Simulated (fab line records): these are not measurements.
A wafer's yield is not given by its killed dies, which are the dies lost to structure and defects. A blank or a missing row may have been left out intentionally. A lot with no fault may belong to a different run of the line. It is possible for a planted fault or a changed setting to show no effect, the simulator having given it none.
The tool behind it: which one?	flow berkeley-cmos170	at 1 step of a route of 331, 6 lots with 16 wafers sampled

== WHAT THE GAUGES SHOWED, per wafer ==
UCB170_SDANNEAL_RS_MEAS_05: uses a four-point probe to measure.
lot	measured	on	NLDD_RS (ohm/sq)
L524	day 8 03:44	film-metro-02	614.8 617.1 616.1
L529	day 9 15:34	film-metro-03	617.2 616.8 616.8
L532	day 10 05:35	film-metro-04	617.9 616.8 616.6
L533	day 10 06:21	film-metro-02	618.2 617.9 616.2
L537	day 10 18:43	film-metro-04	616.8 616.7 617.3
L541	day 12 00:26	film-metro-02	616.4

== WHICH TOOL RAN EACH LOT (tool, then ch and the chambers of the sampled wafers, then the start) ==
Before these readings, the record contains no process step.

== THE ANSWER, worked out from the rows above alone ==
Rule: the lots themselves supply what counts as usual. Put in order of their means at a reading, lots are off if they are a third of the lots or fewer, leave a main group of 4 or more, and stand apart from it by a gap of 3 or more times the standard deviation of the main group's means; of several such gaps the widest counts. A main group whose means are all the same, to the digits that the tables above print for the reading, isn't used. Also off: a lot with no number at a reading for which 4 or more lots have one. Any other lot the step has rows for is counted as sound.
No lot is off on any of the readings shown, so nothing can be concluded from this.

== WHAT HAD BEEN PUT IN BY THE SIMULATOR ==
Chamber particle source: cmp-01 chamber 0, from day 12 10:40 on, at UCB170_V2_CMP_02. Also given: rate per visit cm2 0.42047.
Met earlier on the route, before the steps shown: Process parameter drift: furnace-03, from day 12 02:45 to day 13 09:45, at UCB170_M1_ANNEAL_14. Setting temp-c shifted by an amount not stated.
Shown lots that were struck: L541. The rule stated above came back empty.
